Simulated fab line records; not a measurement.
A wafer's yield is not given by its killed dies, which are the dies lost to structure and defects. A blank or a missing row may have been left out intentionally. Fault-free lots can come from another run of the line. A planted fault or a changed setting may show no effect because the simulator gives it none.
fab line records -- flow berkeley-cmos170
record lots=15, wafers=45, last-day=11
route steps=331 shown PLDD@151 NLDD@168 CONTACT@233 M1@238
lots untouched by any fault: they come from a run of this same line in which no faults occurred
start-h: hours from the record's opening day to when the first of the lot's shown wafers began -- wait-h: how many hours have passed since the lot's step before this one -- " as in the row above -- L1.1+2: several wafers, shown together as one row -- - no value present, or no start provided -- * or withheld: withheld -- < > ~ a bound
route shown NAME@n: names a module that has steps shown in the file, with the first one's number in the route -- usual: mean and standard deviation over wafers with no fault -- same: alike in all rows -- chamber/n: place in a boat -- sites: readings site by site -- _std_site: their standard deviation -- _edge_site: outer sites' mean less inner sites' -- radius-mm: how far each site lies from the wafer's centre -- mask NAME#n: copy n -- behind: tool/chamber where the wafer was last shaped -- hold: why the lot was held/for how many hours/how that ended -- device: transistor that didn't switch, given as n, p or np -- end of line: the tests these same wafers got at the end of their route -- where a step has no rows: the recipe by itself -- killed: dies that structure and defects cost at the first sort, which is not the same as the wafer's yield -- map: a wafer's dies, marking killed ones x, the rest . and places with no die _
set.NAME: the setting as run; set.NAME@STEP: as run at that earlier step -- model.NAME: the simulator's own value behind a step, which no gauge read
a sample of lots followed through the steps of the route, with each step as a table and each wafer as a row
services: from which hour (start-h, from the record's first day; less than 0 if before it) a tool's chamber was out of use, for how many hours, and why
## steps
# step UCB170_PLDD_CD_MEAS_06
# recipe target-cd-nm=1200
# usual cd-nm=1200.3/1.3
lot.wafer,tool,chamber,start-h,wait-h,cd-nm
L151.3,cd-sem-02,-,125.38,-,1200.5
L151.5,cd-sem-02,-,125.38,-,1199.9
L151.6,cd-sem-02,-,125.38,-,1198.7
L152.2,cd-sem-02,-,126.04,-,1199.5
L152.3,cd-sem-02,-,126.04,-,1199.9
L152.6,cd-sem-02,-,126.04,-,1199.2
L150.1,cd-sem-02,-,126.14,-,1197.4
L150.4,cd-sem-02,-,126.14,-,1198.2
L150.6,cd-sem-02,-,126.14,-,1197.7
L153.1,cd-sem-02,-,151.50,-,1201.0
L153.3,cd-sem-02,-,151.50,-,1199.7
L153.4,cd-sem-02,-,151.50,-,1199.8
L155.1,cd-sem-02,-,151.62,-,1200.8
L155.5,cd-sem-02,-,151.62,-,1201.2
L155.6,cd-sem-02,-,151.62,-,1200.9
L156.1,cd-sem-01,-,151.90,-,1200.6
L156.3,cd-sem-01,-,151.90,-,1201.5
L156.4,cd-sem-01,-,151.90,-,1200.0
L158.1,cd-sem-02,-,172.09,-,1200.1
L158.4,cd-sem-02,-,172.09,-,1199.0
L158.5,cd-sem-02,-,172.09,-,1199.3
L157.4,cd-sem-02,-,172.42,-,1199.9
L157.5,cd-sem-02,-,172.42,-,1199.4
L157.6,cd-sem-02,-,172.42,-,1199.5
L166.2,cd-sem-02,-,210.94,-,1200.9
L166.5,cd-sem-02,-,210.94,-,1201.1
L166.6,cd-sem-02,-,210.94,-,1199.2
L168.2,cd-sem-01,-,211.22,-,1198.4
L168.3,cd-sem-01,-,211.22,-,1198.5
L168.4,cd-sem-01,-,211.22,-,1198.9
L167.2,cd-sem-01,-,211.46,-,1198.0
L167.3,cd-sem-01,-,211.46,-,1198.2
L167.6,cd-sem-01,-,211.46,-,1197.3
L165.1,cd-sem-01,-,211.72,-,1199.8
L165.3,cd-sem-01,-,211.72,-,1199.6
L165.4,cd-sem-01,-,211.72,-,1199.7
L169.2,cd-sem-01,-,226.37,-,1202.1
L169.3,cd-sem-01,-,226.37,-,1202.5
L169.4,cd-sem-01,-,226.37,-,1203.8
L170.2,cd-sem-01,-,226.73,-,1200.3
L170.4,cd-sem-01,-,226.73,-,1202.2
L170.5,cd-sem-01,-,226.73,-,1201.6
L172.1,cd-sem-02,-,227.14,-,1202.9
L172.3,cd-sem-02,-,227.14,-,1200.7
L172.5,cd-sem-02,-,227.14,-,1200.7
# step UCB170_NLDD_STRIP_10
# recipe chemistry=O2, power-w=400, pressure-mtorr=3500, platen-temp-c=withheld, o2-flow-sccm=400, overash-fraction=0.5
# usual drypump-motor-current-A=5.8/0.62, oes-product-au=0.735/0.0046, strip-time-to-endpoint-s=21.62/0.068
lot.wafer,tool,chamber,start-h,wait-h,drypump-motor-current-A,oes-product-au,rf-hours-counter-h,strip-time-to-endpoint-s
L151.3,plasma-asher-04,1,127.70,0.1,6.5,0.731,-,21.64
L151.5,plasma-asher-04,0,127.70,0.1,5.4,0.740,-,21.68
L151.6,plasma-asher-04,1,127.70,0.1,6.5,0.725,-,21.61
L152.2,plasma-asher-01,0,128.23,0.1,5.4,0.739,43,21.63
L152.3,plasma-asher-01,0,128.23,0.1,5.4,0.736,-,21.68
L152.6,plasma-asher-01,0,128.23,0.1,5.4,0.724,-,21.71
L150.1,plasma-asher-04,1,128.84,0.1,6.5,0.734,1,21.64
L150.4,plasma-asher-04,0,128.84,0.1,5.5,0.737,-,21.64
L150.6,plasma-asher-04,0,128.84,0.1,5.5,0.731,-,21.66
L153.1,plasma-asher-01,1,153.61,0.1,6.8,0.734,46,21.69
L153.3,plasma-asher-01,1,153.61,0.1,6.8,0.737,-,21.65
L153.4,plasma-asher-01,0,153.61,0.1,5.4,0.740,-,21.72
L155.1,plasma-asher-03,0,153.85,0.1,5.2,0.739,36,21.62
L155.5,plasma-asher-03,1,153.85,0.1,5.5,0.730,-,21.52
L155.6,plasma-asher-03,0,153.85,0.1,5.2,0.738,-,21.67
L156.1,plasma-asher-01,0,154.33,0.1,5.4,0.734,46,21.72
L156.3,plasma-asher-01,0,154.33,0.1,5.4,0.735,-,21.72
L156.4,plasma-asher-01,1,154.33,0.1,6.8,0.730,-,21.73
L158.1,plasma-asher-04,0,174.32,0.1,5.4,0.726,5,21.58
L158.4,plasma-asher-04,1,174.32,0.1,6.5,0.735,-,21.52
L158.5,plasma-asher-04,1,174.32,0.1,6.5,0.739,-,21.63
L157.4,plasma-asher-01,0,174.49,0.1,5.4,0.731,-,21.58
L157.5,plasma-asher-01,0,174.49,0.1,5.4,0.734,-,21.50
L157.6,plasma-asher-01,1,174.49,0.1,6.8,0.732,-,21.51
L166.2,plasma-asher-01,1,213.55,0.1,6.8,0.736,53,21.66
L166.5,plasma-asher-01,1,213.55,0.1,6.8,0.738,-,21.68
L166.6,plasma-asher-01,0,213.55,0.1,5.4,0.740,-,21.62
L168.2,plasma-asher-03,0,213.82,0.1,5.2,0.739,43,21.59
L168.3,plasma-asher-03,1,213.82,0.1,5.6,0.735,-,21.54
L168.4,plasma-asher-03,0,213.82,0.1,5.2,0.735,-,21.56
L167.2,plasma-asher-01,0,213.91,0.1,5.4,0.731,53,21.51
L167.3,plasma-asher-01,0,213.91,0.1,5.4,0.734,-,21.57
L167.6,plasma-asher-01,0,213.91,0.1,5.4,0.729,-,21.56
L165.1,plasma-asher-03,0,214.15,0.1,5.2,0.745,43,21.68
L165.3,plasma-asher-03,0,214.15,0.1,5.2,0.739,-,21.63
L165.4,plasma-asher-03,1,214.15,0.1,5.6,0.730,-,21.66
L172.1,plasma-asher-01,0,231.67,0.1,5.4,0.737,56,21.62
L172.3,plasma-asher-01,1,231.67,0.1,6.8,0.736,-,21.60
L172.5,plasma-asher-01,0,231.67,0.1,5.4,0.730,-,21.68
L169.2,plasma-asher-03,1,231.88,0.1,5.6,0.737,46,21.52
L169.3,plasma-asher-03,0,231.88,0.1,5.2,0.732,-,21.58
L169.4,plasma-asher-03,1,231.88,0.1,5.6,0.735,-,21.66
L170.2,plasma-asher-01,1,231.95,0.1,6.8,0.737,56,21.70
L170.4,plasma-asher-01,1,231.95,0.1,6.8,0.730,-,21.70
L170.5,plasma-asher-01,1,231.95,0.1,6.8,0.737,-,21.68
# step UCB170_CONTACT_ETCH_17
# recipe chemistry=N2/H2, target-depth-a=withheld, overetch-a=withheld, target=BARC, time-s=withheld, source-w=500, bias-w=100, pressure-mtorr=30, n2-flow-sccm=100, h2-flow-sccm=200
# usual drypump-motor-current-A=5.9/0.43, oes-product-au=0.994/0.015, throttle-valve-pct=13.30/0.16
lot.wafer,tool,chamber,start-h,wait-h,drypump-motor-current-A,oes-product-au,throttle-valve-pct
L152.2,rie-diel-04,0,143.38,0.0,5.7,0.983,13.57
L152.3,rie-diel-04,3,143.38,0.0,6.5,0.999,13.18
L152.6,rie-diel-04,0,143.38,0.0,5.7,0.983,13.57
L151.3,rie-diel-01,1,143.93,0.0,6.0,0.986,13.57
L151.5,rie-diel-01,3,143.93,0.0,6.2,0.999,13.09
L151.6,rie-diel-01,2,143.93,0.0,5.5,0.986,13.35
L150.1,rie-diel-04,3,144.25,0.0,6.5,1.008,13.17
L150.4,rie-diel-04,0,144.25,0.0,5.7,0.985,13.57
L150.6,rie-diel-04,1,144.25,0.0,5.9,1.000,13.29
L153.1,rie-diel-04,0,170.48,0.0,5.7,0.983,13.58
L153.3,rie-diel-04,1,170.48,0.0,5.9,1.002,13.30
L153.4,rie-diel-04,2,170.48,0.0,5.3,1.008,13.09
L156.1,rie-diel-04,1,171.02,0.0,5.9,0.989,13.30
L156.3,rie-diel-04,2,171.02,0.0,5.3,1.014,13.08
L156.4,rie-diel-04,3,171.02,0.0,6.5,1.004,13.18
L155.1,rie-diel-01,2,171.28,0.0,5.4,0.995,13.37
L155.5,rie-diel-01,0,171.28,0.0,6.4,0.985,13.26
L155.6,rie-diel-01,3,171.28,0.0,6.2,1.005,13.10
L158.1,rie-diel-04,3,189.85,0.0,6.5,0.994,13.14
L158.4,rie-diel-04,1,189.85,0.0,5.9,1.000,13.30
L158.5,rie-diel-04,2,189.85,0.0,5.3,0.992,13.08
L157.4,rie-diel-01,3,190.26,0.0,6.2,1.002,13.10
L157.5,rie-diel-01,1,190.26,0.0,6.1,1.014,13.54
L157.6,rie-diel-01,0,190.26,0.0,6.4,0.988,13.26
L167.2,rie-diel-01,0,231.10,0.0,6.4,0.993,13.25
L167.3,rie-diel-01,2,231.10,0.0,5.4,0.976,13.30
L167.6,rie-diel-01,2,231.10,0.0,5.4,0.984,13.31
L168.2,rie-diel-01,3,232.64,0.0,6.2,0.999,13.10
L168.3,rie-diel-01,2,232.64,0.0,5.4,0.970,13.32
L168.4,rie-diel-01,0,232.64,0.0,6.4,1.000,13.25
L166.2,rie-diel-03,3,235.71,0.0,6.5,1.022,13.18
L166.5,rie-diel-03,1,235.71,0.0,5.3,0.966,13.20
L166.6,rie-diel-03,2,235.71,0.0,5.3,0.970,13.45
L165.1,rie-diel-01,2,235.99,0.0,5.4,0.985,13.31
L165.3,rie-diel-01,1,235.99,0.0,6.0,1.011,13.54
L165.4,rie-diel-01,3,235.99,0.0,6.2,0.998,13.10
L172.1,rie-diel-03,1,249.51,0.0,5.3,0.969,13.20
L172.3,rie-diel-03,0,249.51,0.0,5.6,0.996,13.44
L172.5,rie-diel-03,3,249.51,0.0,6.6,1.008,13.18
L170.2,rie-diel-01,3,251.04,0.0,6.2,1.008,13.10
L170.4,rie-diel-01,2,251.04,0.0,5.4,0.980,13.31
L170.5,rie-diel-01,2,251.04,0.0,5.4,0.975,13.31
L169.2,rie-diel-04,0,251.16,0.0,5.7,0.974,13.57
L169.3,rie-diel-04,2,251.16,0.0,5.3,1.004,13.08
L169.4,rie-diel-04,3,251.16,0.0,6.5,1.000,13.18
# step UCB170_M1_SPUTTER_00
# recipe material=Al, target-thk-nm=600, time-s=80, power-w=6000, chamber-pressure-pa=0.5
# usual throttle-valve-pct=29.8/1.6
lot.wafer,tool,chamber,start-h,wait-h,throttle-valve-pct
L152.2,pvd-sputter-04,-,143.95,0.0,31.9
L152.3,pvd-sputter-04,-,143.95,0.0,31.6
L152.6,pvd-sputter-04,-,143.95,0.0,27.1
L151.3,pvd-sputter-01,-,144.49,0.0,29.0
L151.5,pvd-sputter-01,-,144.49,0.0,31.1
L151.6,pvd-sputter-01,-,144.49,0.0,28.7
L150.1,pvd-sputter-04,-,144.81,0.0,31.9
L150.4,pvd-sputter-04,-,144.81,0.0,31.7
L150.6,pvd-sputter-04,-,144.81,0.0,31.6
L153.1,pvd-sputter-03,-,171.06,0.0,33.1
L153.3,pvd-sputter-03,-,171.06,0.0,28.1
L153.4,pvd-sputter-03,-,171.06,0.0,30.6
L156.1,pvd-sputter-04,-,171.58,0.0,28.9
L156.3,pvd-sputter-04,-,171.58,0.0,27.4
L156.4,pvd-sputter-04,-,171.58,0.0,31.9
L156.1,pvd-sputter-04,-,171.81,0.2,28.9
L156.3,pvd-sputter-04,-,171.81,0.2,27.2
L156.4,pvd-sputter-04,-,171.81,0.2,31.6
L155.1,pvd-sputter-03,-,171.85,0.0,28.7
L155.5,pvd-sputter-03,-,171.85,0.0,28.2
L155.6,pvd-sputter-03,-,171.85,0.0,28.8
L158.1,pvd-sputter-04,-,190.46,0.0,28.8
L158.4,pvd-sputter-04,-,190.46,0.0,27.3
L158.5,pvd-sputter-04,-,190.46,0.0,31.8
L158.1,pvd-sputter-04,-,190.68,0.2,28.9
L158.4,pvd-sputter-04,-,190.68,0.2,27.1
L158.5,pvd-sputter-04,-,190.68,0.2,32.0
L157.4,pvd-sputter-01,-,190.86,0.0,29.8
L157.5,pvd-sputter-01,-,190.86,0.0,29.7
L157.6,pvd-sputter-01,-,190.86,0.0,28.7
L157.4,pvd-sputter-01,-,191.09,0.2,29.6
L157.5,pvd-sputter-01,-,191.09,0.2,29.7
L157.6,pvd-sputter-01,-,191.09,0.2,28.5
L167.2,pvd-sputter-04,-,233.62,0.0,31.4
L167.3,pvd-sputter-04,-,233.62,0.0,32.0
L167.6,pvd-sputter-04,-,233.62,0.0,27.1
L168.2,pvd-sputter-01,-,233.62,0.0,31.0
L168.3,pvd-sputter-01,-,233.62,0.0,29.5
L168.4,pvd-sputter-01,-,233.62,0.0,29.0
L166.2,pvd-sputter-03,-,236.28,0.0,30.3
L166.5,pvd-sputter-03,-,236.28,0.0,30.4
L166.6,pvd-sputter-03,-,236.28,0.0,28.9
L165.1,pvd-sputter-04,-,236.56,0.0,31.8
L165.3,pvd-sputter-04,-,236.56,0.0,27.3
L165.4,pvd-sputter-04,-,236.56,0.0,28.9
L172.1,pvd-sputter-04,-,250.08,0.0,31.5
L172.3,pvd-sputter-04,-,250.08,0.0,27.0
L172.5,pvd-sputter-04,-,250.08,0.0,27.0
L170.2,pvd-sputter-01,-,251.61,0.0,29.7
L170.4,pvd-sputter-01,-,251.61,0.0,29.1
L170.5,pvd-sputter-01,-,251.61,0.0,28.6
L169.2,pvd-sputter-03,-,251.73,0.0,30.4
L169.3,pvd-sputter-03,-,251.73,0.0,28.6
L169.4,pvd-sputter-03,-,251.73,0.0,28.2
# step UCB170_M1_RS_MEAS_01
# recipe thk-meas-gauge=four-point-probe, reads=Al_of_M1_SPUTTER_00
# usual M1_AL_RS=0.0488/0.0005
lot.wafer,tool,chamber,start-h,wait-h,M1_AL_RS[ohm/sq]
L152.2,film-metro-01,-,144.04,0.1,0.0494
L152.3,film-metro-01,-,144.04,0.1,0.0496
L152.6,film-metro-01,-,144.04,0.1,0.0492
L151.3,film-metro-03,-,144.60,0.1,0.0496
L151.5,film-metro-03,-,144.60,0.1,0.0479
L151.6,film-metro-03,-,144.60,0.1,0.0489
L150.1,film-metro-03,-,144.87,0.0,0.0481
L150.4,film-metro-03,-,144.87,0.0,0.0482
L150.6,film-metro-03,-,144.87,0.0,0.0483
L153.1,film-metro-02,-,171.12,0.0,0.0493
L153.3,film-metro-02,-,171.12,0.0,0.0487
L153.4,film-metro-02,-,171.12,0.0,0.0489
L156.1,film-metro-03,-,171.90,0.1,0.0240
L156.3,film-metro-03,-,171.90,0.1,0.0238
L156.4,film-metro-03,-,171.90,0.1,0.0239
L155.1,film-metro-02,-,171.92,0.0,0.0490
L155.5,film-metro-02,-,171.92,0.0,0.0489
L155.6,film-metro-02,-,171.92,0.0,0.0492
L158.1,film-metro-02,-,190.74,0.0,0.0242
L158.4,film-metro-02,-,190.74,0.0,0.0240
L158.5,film-metro-02,-,190.74,0.0,0.0239
L157.4,film-metro-03,-,191.21,0.1,0.0244
L157.5,film-metro-03,-,191.21,0.1,0.0244
L157.6,film-metro-03,-,191.21,0.1,0.0242
L167.2,film-metro-02,-,233.70,0.1,0.0496
L167.3,film-metro-02,-,233.70,0.1,0.0488
L167.6,film-metro-02,-,233.70,0.1,0.0489
L168.2,film-metro-01,-,233.70,0.1,0.0488
L168.3,film-metro-01,-,233.70,0.1,0.0496
L168.4,film-metro-01,-,233.70,0.1,0.0497
L166.2,film-metro-01,-,236.36,0.1,0.0489
L166.5,film-metro-01,-,236.36,0.1,0.0492
L166.6,film-metro-01,-,236.36,0.1,0.0494
L165.1,film-metro-01,-,236.62,0.0,0.0495
L165.3,film-metro-01,-,236.62,0.0,0.0490
L165.4,film-metro-01,-,236.62,0.0,0.0489
L172.1,film-metro-01,-,250.15,0.0,0.0492
L172.3,film-metro-01,-,250.15,0.0,0.0488
L172.5,film-metro-01,-,250.15,0.0,0.0486
L170.2,film-metro-03,-,251.69,0.1,0.0483
L170.4,film-metro-03,-,251.69,0.1,0.0486
L170.5,film-metro-03,-,251.69,0.1,0.0487
L169.2,film-metro-02,-,251.81,0.1,0.0478
L169.3,film-metro-02,-,251.81,0.1,0.0481
L169.4,film-metro-02,-,251.81,0.1,0.0484
# step UCB170_M1_THK_MEAS_02
# recipe thk-meas-gauge=xrf, reads=Al_of_M1_SPUTTER_00
# usual M1_AL_THK=601/7.2
lot.wafer,tool,chamber,start-h,wait-h,M1_AL_THK[nm]
L152.2,film-metro-01,-,144.15,0.1,594
L152.3,film-metro-01,-,144.15,0.1,592
L152.6,film-metro-01,-,144.15,0.1,599
L151.3,film-metro-03,-,144.70,0.1,592
L151.5,film-metro-03,-,144.70,0.1,613
L151.6,film-metro-03,-,144.70,0.1,599
L150.1,film-metro-03,-,144.99,0.1,612
L150.4,film-metro-03,-,144.99,0.1,613
L150.6,film-metro-03,-,144.99,0.1,612
L153.1,film-metro-02,-,171.24,0.1,594
L153.3,film-metro-02,-,171.24,0.1,604
L153.4,film-metro-02,-,171.24,0.1,600
L156.1,film-metro-03,-,172.02,0.1,1221
L156.3,film-metro-03,-,172.02,0.1,1230
L156.4,film-metro-03,-,172.02,0.1,1227
L155.1,film-metro-02,-,172.04,0.1,595
L155.5,film-metro-02,-,172.04,0.1,598
L155.6,film-metro-02,-,172.04,0.1,590
L158.1,film-metro-02,-,190.86,0.1,1203
L158.4,film-metro-02,-,190.86,0.1,1209
L158.5,film-metro-02,-,190.86,0.1,1207
L157.4,film-metro-03,-,191.30,0.1,1198
L157.5,film-metro-03,-,191.30,0.1,1198
L157.6,film-metro-03,-,191.30,0.1,1215
L167.2,film-metro-02,-,233.81,0.1,591
L167.3,film-metro-02,-,233.81,0.1,597
L167.6,film-metro-02,-,233.81,0.1,596
L168.2,film-metro-01,-,233.81,0.1,598
L168.3,film-metro-01,-,233.81,0.1,592
L168.4,film-metro-01,-,233.81,0.1,588
L166.2,film-metro-01,-,236.47,0.1,599
L166.5,film-metro-01,-,236.47,0.1,597
L166.6,film-metro-01,-,236.47,0.1,592
L165.1,film-metro-01,-,236.74,0.1,592
L165.3,film-metro-01,-,236.74,0.1,598
L165.4,film-metro-01,-,236.74,0.1,603
L172.1,film-metro-01,-,250.27,0.1,588
L172.3,film-metro-01,-,250.27,0.1,596
L172.5,film-metro-01,-,250.27,0.1,599
L170.2,film-metro-03,-,251.80,0.1,608
L170.4,film-metro-03,-,251.80,0.1,606
L170.5,film-metro-03,-,251.80,0.1,604
L169.2,film-metro-02,-,251.92,0.1,606
L169.3,film-metro-02,-,251.92,0.1,606
L169.4,film-metro-02,-,251.92,0.1,602
# step UCB170_M1_METAL_ETCH_12
# recipe chemistry=Cl2/BCl3, target=Al, stop-on=PSG, pressure-mtorr=12, target-depth-a=7800, over-etch-frac=0.3, time-s=130, icp-w=600, bias-w=120, Cl2_flow_sccm=90, bcl3-flow-sccm=45
# usual drypump-motor-current-A=5.5/0.46, oes-product-au=0.860/0.014, throttle-valve-pct=24.43/0.19
lot.wafer,tool,chamber,start-h,wait-h,drypump-motor-current-A,oes-product-au,rf-hours-counter-h,throttle-valve-pct
L152.2,rie-metal-03,0,145.79,-,5.8,0.867,8,24.12
L152.3,rie-metal-03,0,145.79,-,5.8,0.868,-,24.13
L152.6,rie-metal-03,0,145.79,-,5.9,0.861,-,24.13
L151.3,rie-metal-02,0,146.32,-,5.7,0.851,-,24.41
L151.5,rie-metal-02,0,146.32,-,5.7,0.863,-,24.39
L151.6,rie-metal-02,1,146.32,-,6.2,0.877,-,24.36
L150.1,rie-metal-03,1,146.42,-,5.6,0.878,8,24.48
L150.4,rie-metal-03,0,146.42,-,5.8,0.879,-,24.11
L150.6,rie-metal-03,0,146.42,-,5.8,0.875,-,24.13
L153.1,rie-metal-04,1,172.36,-,5.0,0.846,0,24.47
L153.3,rie-metal-04,1,172.36,-,5.1,0.858,-,24.46
L153.4,rie-metal-04,0,172.36,-,4.9,0.847,-,24.89
L156.1,rie-metal-03,1,173.12,-,5.7,1.013,8,24.40
L156.3,rie-metal-03,1,173.12,-,5.6,1.029,-,24.41
L156.4,rie-metal-03,0,173.12,-,5.8,1.006,-,24.06
L155.1,rie-metal-04,0,173.31,-,4.9,0.834,22,24.90
L155.5,rie-metal-04,1,173.31,-,5.1,0.859,-,24.48
L155.6,rie-metal-04,0,173.31,-,4.9,0.839,-,24.90
L158.1,rie-metal-04,1,192.78,-,5.1,1.006,1,24.39
L158.4,rie-metal-04,1,192.78,-,5.1,1.014,-,24.41
L158.5,rie-metal-04,1,192.78,-,5.1,1.007,-,24.39
L157.4,rie-metal-02,0,193.07,-,5.7,1.022,-,24.31
L157.5,rie-metal-02,0,193.07,-,5.7,1.024,-,24.30
L157.6,rie-metal-02,1,193.07,-,6.2,1.039,-,24.29
L167.2,rie-metal-04,0,235.68,-,4.9,0.840,1,24.72
L167.3,rie-metal-04,0,235.68,-,4.9,0.848,-,24.73
L167.6,rie-metal-04,0,235.68,-,4.9,0.855,-,24.73
L168.2,rie-metal-03,0,235.91,-,5.8,0.864,11,24.09
L168.3,rie-metal-03,0,235.91,-,5.9,0.863,-,24.13
L168.4,rie-metal-03,1,235.91,-,5.6,0.858,-,24.47
L166.2,rie-metal-04,1,237.58,-,5.1,0.854,2,24.46
L166.5,rie-metal-04,0,237.58,-,4.9,0.831,-,24.71
L166.6,rie-metal-04,1,237.58,-,5.1,0.852,-,24.47
L165.1,rie-metal-03,1,237.96,-,5.7,0.867,10,24.48
L165.3,rie-metal-03,1,237.96,-,5.7,0.874,-,24.48
L165.4,rie-metal-03,0,237.96,-,5.8,0.870,-,24.13
L172.1,rie-metal-04,0,251.60,-,4.9,0.847,1,24.72
L172.3,rie-metal-04,0,251.60,-,4.9,0.832,-,24.72
L172.5,rie-metal-04,1,251.60,-,5.1,0.865,-,24.46
L170.2,rie-metal-03,0,253.34,-,5.8,0.879,11,24.12
L170.4,rie-metal-03,1,253.34,-,5.6,0.878,-,24.47
L170.5,rie-metal-03,1,253.34,-,5.7,0.871,-,24.46
L169.2,rie-metal-02,1,253.38,-,6.2,0.877,7,24.35
L169.3,rie-metal-02,0,253.38,-,5.7,0.854,-,24.40
L169.4,rie-metal-02,1,253.38,-,6.2,0.872,-,24.35
## services
tool,chamber,start-h,hours,kind
plasma-asher-04,-,108.75,9.0,pm
rie-metal-04,0,119.97,11.6,repair
rie-diel-04,3,121.91,8.7,repair
rie-metal-04,1,131.55,-,clean
rie-metal-04,1,131.55,19.5,scheduled-down
rie-metal-04,1,131.55,19.5,vent-cycle
rie-diel-04,2,138.81,-,clean
rie-diel-04,2,138.81,16.3,scheduled-down
rie-diel-04,2,138.81,16.3,vent-cycle
rie-diel-01,1,151.99,-,clean
rie-diel-01,1,151.99,26.2,scheduled-down
rie-diel-01,1,151.99,26.2,vent-cycle
rie-diel-04,-,157.39,0.2,repair
rie-diel-04,-,157.63,11.1,repair
rie-diel-03,2,172.94,6.4,repair
rie-metal-04,0,181.58,-,clean
rie-metal-04,0,181.58,26.9,scheduled-down
rie-diel-01,2,194.44,-,clean
rie-diel-01,2,194.44,17.0,scheduled-down
rie-diel-01,2,194.44,17.0,vent-cycle
plasma-asher-04,-,202.84,14.6,pm
rie-diel-04,0,221.66,2.2,repair
rie-diel-03,-,222.48,1.5,repair
plasma-asher-04,-,223.09,10.2,repair
## key
first-sign step=UCB170_M1_SPUTTER_00, reading=visit, direction=added
effect step=UCB170_M1_RS_MEAS_01, reading=M1_AL_RS, direction=down, sigmas=49, usual=0.0488, struck=0.0241
effect step=UCB170_M1_THK_MEAS_02, reading=M1_AL_THK, direction=up, sigmas=85, usual=601, struck=1212
effect step=UCB170_M1_METAL_ETCH_12, reading=oes-product-au, direction=up, sigmas=11, usual=0.860, struck=1.018
met-at UCB170_M1_SPUTTER_00
struck-lots L156,L157,L158
later-rows-left-out L156.1,L156.3,L156.4,L157.4,L157.5,L157.6,L158.1,L158.4,L158.5
sort-left-out L156.1,L156.3,L156.4,L157.4,L157.5,L157.6,L158.1,L158.4,L158.5
not-acting-at UCB170_PLDD_CD_MEAS_06,UCB170_NLDD_STRIP_10,UCB170_CONTACT_ETCH_17
fault kind=repeated-step-whole, tool=pvd-sputter-01,pvd-sputter-03,pvd-sputter-04, chamber=-, onset-h=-, steps=UCB170_M1_SPUTTER_00, times=1, scope=struck-lots-only
# sort-left-out: the simulated sort isn't trusted on such a fault, so these wafers' sort isn't shown, and their yield isn't known
# later-rows-left-out: the simulator's readings of these wafers behind a module that went badly wrong aren't trusted and aren't shown, but for the sort
